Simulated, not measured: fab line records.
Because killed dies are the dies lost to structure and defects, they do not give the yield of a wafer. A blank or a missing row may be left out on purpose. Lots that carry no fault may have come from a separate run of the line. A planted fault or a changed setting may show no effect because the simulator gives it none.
fab line records    flow rit-cmos
record: lots: 15  wafers: 45  last-day: 7
route steps=202 shown GATE@97 NLDD@112 PSD@151 CONTACT@175 M1@202
lots that met no fault: taken from a fault-free run of the same line
start-h: hours from the record's opening day to when the first of the lot's shown wafers began    wait-h: hours from the lot's prior step to this one    " as in the row above    L1.1+2: several wafers, shown together as one row    - no value, or no start was given    * or withheld: withheld    < > ~ a bound
route shown NAME@n: a module of which the file shows steps, and the number in the route of the first    usual: the fault-free wafers' mean and standard deviation    same: alike in all rows    chamber/n: place in a boat    sites: each site's reading    _std_site: standard deviation of those values    _edge_site: the outer-site mean with the inner-site mean subtracted    radius-mm: for every site, how far away it sits from the centre of the wafer    mask NAME#n: copy n    behind: the last tool/chamber to shape the wafer    hold: reason for holding the lot/hours on hold/outcome of the hold    device: transistor that didn't switch, given as n, p or np    end of line: the tests these same wafers got at the end of their route    a step without rows: its recipe alone    killed: not the wafer's yield, but the dies lost to structure and defects at the first sort    map: dies across one wafer; x = killed, . = not, _ = none there
set.NAME: the run value of the setting; set.NAME@STEP: its run value at that earlier step    model.NAME: the simulator's own value behind a step, which no gauge read
the route's steps for a sample of lots (tables are steps, rows are wafers)
services: the hour from which a tool's chamber was out of use, counted from the record's first day as start-h (under 0 if before that day), plus the number of hours and why
== steps ==
step: RIT_GATE_CD_MEAS_90
recipe: target-cd-nm: 150
usual: cd-nm: 150.1/2.2
lot.wafer  tool       chamber  start-h  wait-h  cd-nm
L278.1     cd-sem-02  -        40.18    0.1     151.8
L278.3     "          -        "        "       150.6
L278.5     "          -        "        "       149.4
L279.3     cd-sem-02  -        42.82    0.1     150.6
L279.4     "          -        "        "       149.1
L279.5     "          -        "        "       151.6
L281.3     cd-sem-02  -        56.24    0.1     152.5
L281.4     "          -        "        "       152.1
L281.6     "          -        "        "       153.6
L282.1     cd-sem-02  -        59.41    0.1     151.2
L282.2     "          -        "        "       152.2
L282.6     "          -        "        "       151.0
L283.3     cd-sem-02  -        68.84    0.1     150.5
L283.4     "          -        "        "       150.6
L283.6     "          -        "        "       153.2
L284.1     cd-sem-02  -        72.30    0.1     151.1
L284.2     "          -        "        "       153.0
L284.3     "          -        "        "       151.4
L285.2     cd-sem-02  -        73.69    0.1     149.5
L285.4     "          -        "        "       149.8
L285.6     "          -        "        "       152.1
L286.3     cd-sem-01  -        81.00    0.1     147.0
L286.4     "          -        "        "       149.0
L286.5     "          -        "        "       146.6
L287.1     cd-sem-01  -        88.17    0.1     149.7
L287.4     "          -        "        "       150.7
L287.6     "          -        "        "       150.4
L289.2     cd-sem-01  -        94.01    0.1     149.4
L289.3     "          -        "        "       150.8
L289.4     "          -        "        "       152.5
L293.3     cd-sem-02  -        120.64   0.1     149.3
L293.4     "          -        "        "       147.0
L293.6     "          -        "        "       150.9
L294.1     cd-sem-01  -        124.33   0.1     147.3
L294.2     "          -        "        "       146.7
L294.4     "          -        "        "       148.7
L295.4     cd-sem-01  -        129.33   0.1     147.8
L295.5     "          -        "        "       145.1
L295.6     "          -        "        "       145.5
L300.3     cd-sem-02  -        153.43   0.1     147.7
L300.5     "          -        "        "       151.0
L300.6     "          -        "        "       145.8
L301.3     cd-sem-02  -        156.81   0.1     150.7
L301.4     "          -        "        "       151.4
L301.5     "          -        "        "       150.5
step: RIT_NLDD_STRIP_09
recipe: chemistry: O2  time-s: 180  resist: NOVOLAK  platen-temp-c: withheld  power-w: 500  pressure-mtorr: 4000  o2-flow-sccm: 4000
usual: drypump-motor-current-A: 5.8/0.48
lot.wafer  tool             chamber  start-h  wait-h  drypump-motor-current-A  rf-hours-counter-h
L278.1     plasma-asher-02  1        44.64    0.1     6.6                      27
L278.3     "                1        "        "       6.6                      -
L278.5     "                1        "        "       6.6                      -
L279.3     plasma-asher-01  0        47.37    0.1     5.7                      -
L279.4     "                1        "        "       5.7                      -
L279.5     "                0        "        "       5.7                      -
L281.3     plasma-asher-01  1        61.61    0.1     5.7                      -
L281.4     "                0        "        "       5.7                      -
L281.6     "                0        "        "       5.7                      -
L282.1     plasma-asher-04  0        64.11    0.1     5.6                      41
L282.2     "                1        "        "       5.3                      41
L282.6     "                0        "        "       5.6                      -
L283.3     plasma-asher-02  1        73.74    0.1     6.7                      -
L283.4     "                0        "        "       5.5                      -
L283.6     "                0        "        "       5.5                      -
L284.1     plasma-asher-02  0        76.61    0.1     5.6                      30
L284.2     "                1        "        "       6.6                      30
L284.3     "                0        "        "       5.6                      -
L285.2     plasma-asher-02  1        79.03    0.1     6.6                      30
L285.4     "                0        "        "       5.6                      -
L285.6     "                0        "        "       5.6                      -
L286.3     plasma-asher-04  0        86.84    0.1     5.7                      -
L286.4     "                1        "        "       5.3                      -
L286.5     "                0        "        "       5.7                      -
L287.1     plasma-asher-02  1        92.88    0.1     6.6                      32
L287.4     "                1        "        "       6.7                      -
L287.6     "                0        "        "       5.5                      -
L289.2     plasma-asher-04  1        99.72    0.1     5.3                      45
L289.3     "                0        "        "       5.7                      -
L289.4     "                1        "        "       5.2                      -
L293.3     plasma-asher-01  1        125.06   0.1     5.7                      -
L293.4     "                0        "        "       5.7                      -
L293.6     "                0        "        "       5.7                      -
L294.1     plasma-asher-02  0        128.89   0.1     5.6                      36
L294.2     "                1        "        "       6.7                      36
L294.4     "                1        "        "       6.6                      -
L295.4     plasma-asher-02  1        133.61   0.1     6.6                      -
L295.5     "                1        "        "       6.7                      -
L295.6     "                0        "        "       5.6                      -
L300.3     plasma-asher-04  0        157.86   0.1     5.6                      -
L300.5     "                0        "        "       5.7                      -
L300.6     "                1        "        "       5.3                      -
L301.3     plasma-asher-02  0        161.77   0.1     5.5                      -
L301.4     "                1        "        "       6.6                      -
L301.5     "                1        "        "       6.6                      -
step: RIT_PSD_STRIP_09
recipe: chemistry: O2  time-s: 180  resist: NOVOLAK  platen-temp-c: withheld  power-w: 500  pressure-mtorr: 4000  o2-flow-sccm: 4000
usual: drypump-motor-current-A: 5.63/0.19
lot.wafer  tool             chamber  start-h  wait-h  drypump-motor-current-A  rf-hours-counter-h
L278.1     plasma-asher-03  1        51.77    0.1     5.66                     40
L278.3     "                1        "        "       5.67                     -
L278.5     "                0        "        "       5.92                     -
L279.3     plasma-asher-01  1        54.41    0.1     5.68                     -
L279.4     "                0        "        "       5.70                     -
L279.5     "                1        "        "       5.66                     -
L281.3     plasma-asher-04  1        68.51    0.1     5.26                     -
L281.4     "                0        "        "       5.66                     -
L281.6     "                0        "        "       5.66                     -
L282.1     plasma-asher-01  1        71.27    0.1     5.67                     42
L282.2     "                0        "        "       5.72                     42
L282.6     "                1        "        "       5.67                     -
L283.3     plasma-asher-04  1        80.97    0.1     5.24                     -
L283.4     "                0        "        "       5.67                     -
L283.6     "                1        "        "       5.28                     -
L284.1     plasma-asher-04  1        83.63    0.1     5.30                     43
L284.2     "                0        "        "       5.65                     43
L284.3     "                1        "        "       5.30                     -
L285.2     plasma-asher-03  0        86.63    0.1     5.90                     44
L285.4     "                0        "        "       5.90                     -
L285.6     "                0        "        "       5.91                     -
L286.3     plasma-asher-01  1        94.00    0.1     5.66                     -
L286.4     "                0        "        "       5.72                     -
L286.5     "                0        "        "       5.71                     -
L287.1     plasma-asher-01  1        99.98    0.1     5.65                     45
L287.4     "                1        "        "       5.68                     -
L287.6     "                0        "        "       5.72                     -
L289.2     plasma-asher-01  0        107.26   0.1     5.70                     45
L289.3     "                0        "        "       5.71                     -
L289.4     "                1        "        "       5.67                     -
L293.3     plasma-asher-01  0        131.87   0.1     5.73                     -
L293.4     "                1        "        "       5.65                     -
L293.6     "                1        "        "       5.66                     -
L294.1     plasma-asher-04  1        136.02   0.1     5.27                     49
L294.2     "                0        "        "       5.64                     49
L294.4     "                1        "        "       5.28                     -
L295.4     plasma-asher-03  0        140.89   0.1     5.91                     -
L295.5     "                0        "        "       5.90                     -
L295.6     "                1        "        "       5.66                     -
L300.3     plasma-asher-04  0        165.73   0.1     5.64                     -
L300.5     "                1        "        "       5.25                     -
L300.6     "                0        "        "       5.67                     -
L301.3     plasma-asher-04  1        169.46   0.1     5.29                     -
L301.4     "                0        "        "       5.67                     -
L301.5     "                0        "        "       5.66                     -
step: RIT_CONTACT_DEVELOP_07
recipe: resist: NOVOLAK  develop-time-s: 120  dev-temp-c: 23
lot.wafer   tool            chamber  start-h  wait-h
L278.1+3+5  litho-track-03  0        54       -
L279.3+4+5  litho-track-04  0        57       -
L281.3+4+6  litho-track-04  0        71       -
L282.1+2+6  litho-track-03  0        74       -
L283.3+4+6  litho-track-02  0        83       -
L284.1+2+3  litho-track-04  0        86       -
L285.2+4+6  litho-track-02  0        89       -
L286.3+4+5  litho-track-03  0        96       -
L287.1+4+6  litho-track-04  0        102      -
L289.2+3+4  litho-track-03  0        109      -
L293.3+4+6  litho-track-03  0        134      -
L294.1+2+4  litho-track-03  0        138      -
L295.4+5+6  litho-track-03  0        143      -
L300.3+5+6  litho-track-04  0        168      -
L301.3+4+5  litho-track-04  0        172      -
step: RIT_CONTACT_CD_MEAS_08
recipe: target-cd-nm: 1000
usual: cd-nm: 1000.1/2
lot.wafer  tool       chamber  start-h  wait-h  cd-nm
L278.1     cd-sem-02  -        54.59    -       1000.1
L278.3     "          -        "        "       999.9
L278.5     "          -        "        "       998.9
L279.3     cd-sem-01  -        57.25    -       1000.1
L279.4     "          -        "        "       999.8
L279.5     "          -        "        "       999.2
L281.3     cd-sem-01  -        71.39    -       1000.2
L281.4     "          -        "        "       999.3
L281.6     "          -        "        "       997.6
L282.1     cd-sem-02  -        74.39    -       998.0
L282.2     "          -        "        "       997.6
L282.6     "          -        "        "       999.4
L283.3     cd-sem-02  -        83.86    -       1001.6
L283.4     "          -        "        "       1003.1
L283.6     "          -        "        "       1003.7
L284.1     cd-sem-01  -        86.77    -       994.2
L284.2     "          -        "        "       996.0
L284.3     "          -        "        "       997.7
L285.2     cd-sem-02  -        89.48    -       998.7
L285.4     "          -        "        "       1000.1
L285.6     "          -        "        "       1000.5
L286.3     cd-sem-02  -        96.72    -       1004.9
L286.4     "          -        "        "       1002.6
L286.5     "          -        "        "       1002.8
L287.1     cd-sem-02  -        102.87   -       997.9
L287.4     "          -        "        "       998.2
L287.6     "          -        "        "       999.3
L289.2     cd-sem-02  -        110.06   -       1002.4
L289.3     "          -        "        "       1003.3
L289.4     "          -        "        "       1001.5
L293.3     cd-sem-02  -        134.77   -       978.8
L293.4     "          -        "        "       979.2
L293.6     "          -        "        "       978.5
L294.1     cd-sem-02  -        138.91   -       980.4
L294.2     "          -        "        "       981.9
L294.4     "          -        "        "       979.9
L295.4     cd-sem-02  -        143.67   -       981.0
L295.5     "          -        "        "       982.8
L295.6     "          -        "        "       983.0
L300.3     cd-sem-02  -        168.64   -       1001.5
L300.5     "          -        "        "       1000.1
L300.6     "          -        "        "       1000.1
L301.3     cd-sem-02  -        172.33   -       999.9
L301.4     "          -        "        "       998.7
L301.5     "          -        "        "       1000.5
step: RIT_M1_PROBE_99
usual: killed-at-contacts: 0.0/0.16  killed-at-front-end: 6.9/2.9  killed-dies: 7.0/2.9  killed-open: 3.4/2.1  killed-short: 3.5/1.8
same: gross-dies: 264  killed_at_M0_to_M3: 0  killed_at_M4_up: 0  killed-at-back-side: 0  killed-at-other: 0
lot.wafer  tool       chamber  start-h  wait-h  killed-at-contacts  killed-at-front-end  killed-dies  killed-open  killed-short
L278.1     prober-01  -        59.87    0.1     0                   5                    5            2            3
L278.3     prober-01  -        59.97    0.2     0                   10                   10           5            5
L278.5     prober-01  -        60.07    0.2     0                   11                   11           7            4
L286.3     prober-01  -        101.97   0.2     0                   5                    5            5            0
L286.4     prober-01  -        102.02   0.2     0                   14                   14           7            7
L286.5     prober-01  -        102.07   0.2     0                   10                   10           5            5
L289.2     prober-02  -        115.26   0.1     0                   7                    7            5            2
L289.3     prober-02  -        115.31   0.2     0                   1                    1            0            1
L289.4     prober-02  -        115.36   0.2     0                   12                   12           5            7
L295.4     prober-02  -        149.09   0.2     0                   3                    3            2            1
L295.5     prober-02  -        149.14   0.2     0                   11                   11           6            5
L295.6     prober-02  -        149.19   0.2     0                   10                   10           3            7
killed by level:class
L278.1 GATE:geometric-particle:short=2 ACTIVE:geometric-particle:open=1 GATE:geometric-particle:open=1 SILICIDE:geometric-particle:short=1
L278.3 GATE:geometric-particle:short=3 FOX1:geometric-particle:open=2 FOX1:geometric-particle:short=1 FOX2:geometric-particle:open=1 GATE:geometric-particle:open=1 SPACER:geometric-particle:short=1 SILICIDE:geometric-particle:open=1
L278.5 GATE:geometric-particle:open=5 GATE:geometric-particle:short=2 ACTIVE:geometric-particle:open=1 FOX1:geometric-particle:open=1 FOX2:geometric-particle:short=1 REOX:geometric-particle:short=1
L286.3 GATE:geometric-particle:open=3 FOX1:geometric-particle:open=1 SPACER:geometric-particle:open=1
L286.4 GATE:geometric-particle:open=5 GATE:geometric-particle:short=5 SILICIDE:geometric-particle:open=2 FOX1:geometric-particle:short=1 SILICIDE:geometric-particle:short=1
L286.5 GATE:geometric-particle:open=5 GATE:geometric-particle:short=4 FOX1:geometric-particle:short=1
L289.2 SPACER:geometric-particle:open=3 GATE:geometric-particle:open=1 GATE:geometric-particle:short=1 SILICIDE:geometric-particle:open=1 STARTING-WAFER:geometric-particle:short=1
L289.3 SILICIDE:geometric-particle:short=1
L289.4 GATE:geometric-particle:open=5 GATE:geometric-particle:short=4 SPACER:geometric-particle:short=2 REOX:geometric-particle:short=1
L295.4 GATE:geometric-particle:open=1 GATE:geometric-particle:short=1 REOX:geometric-particle:open=1
L295.5 GATE:geometric-particle:short=4 REOX:geometric-particle:open=3 FOX1:geometric-particle:open=2 GATE:geometric-particle:open=1 SPACER:geometric-particle:short=1
L295.6 GATE:geometric-particle:short=4 FOX2:geometric-particle:short=2 FOX1:geometric-particle:open=1 GATE:geometric-particle:open=1 REOX:geometric-particle:short=1 SPACER:geometric-particle:open=1
== services ==
tool             chamber  start-h  hours  kind
plasma-asher-04  -        37.92    1.1    repair
plasma-asher-01  -        108.75   9.0    pm
plasma-asher-01  0        108.75   9.0    vent-cycle
plasma-asher-01  1        108.75   9.0    vent-cycle
plasma-asher-01  0        117.75   -      clean
plasma-asher-01  1        117.75   -      clean
plasma-asher-04  -        143.32   2.8    pm
plasma-asher-03  -        167.92   2.8    pm
== key ==
first-sign: step: RIT_CONTACT_CD_MEAS_08  reading: cd-nm  direction: down  sigmas: 9.6  usual: 1000.1  struck: 980.6  through: control-loop
effect none on later readings
met-at RIT_CONTACT_DEVELOP_07
struck-lots L293,L294,L295
tester-left-out L293,L294,L295
loop-trim: step: RIT_CONTACT_EXPOSE_05  setting: dose  lots: L295
not-acting-at RIT_GATE_CD_MEAS_90,RIT_NLDD_STRIP_09,RIT_PSD_STRIP_09
onset-between 109 134
fault: kind: process-parameter-drift  tool: litho-track-03  chamber: -  onset-h: 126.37  steps: RIT_CONTACT_DEVELOP_07  channel: develop-time-s  offset: *  shape: step  end-h: 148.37  acts-in: *  stated: *
tester-left-out: of these lots the tester's yield and bins aren't shown, on N5 and GAA mostly nor the transistor test; their killed dies are dies lost to structure and defects alone, not to doping, threshold or leakage, so they don't give the yield
loop-trim: a control loop set the setting to another value than it would have without faults
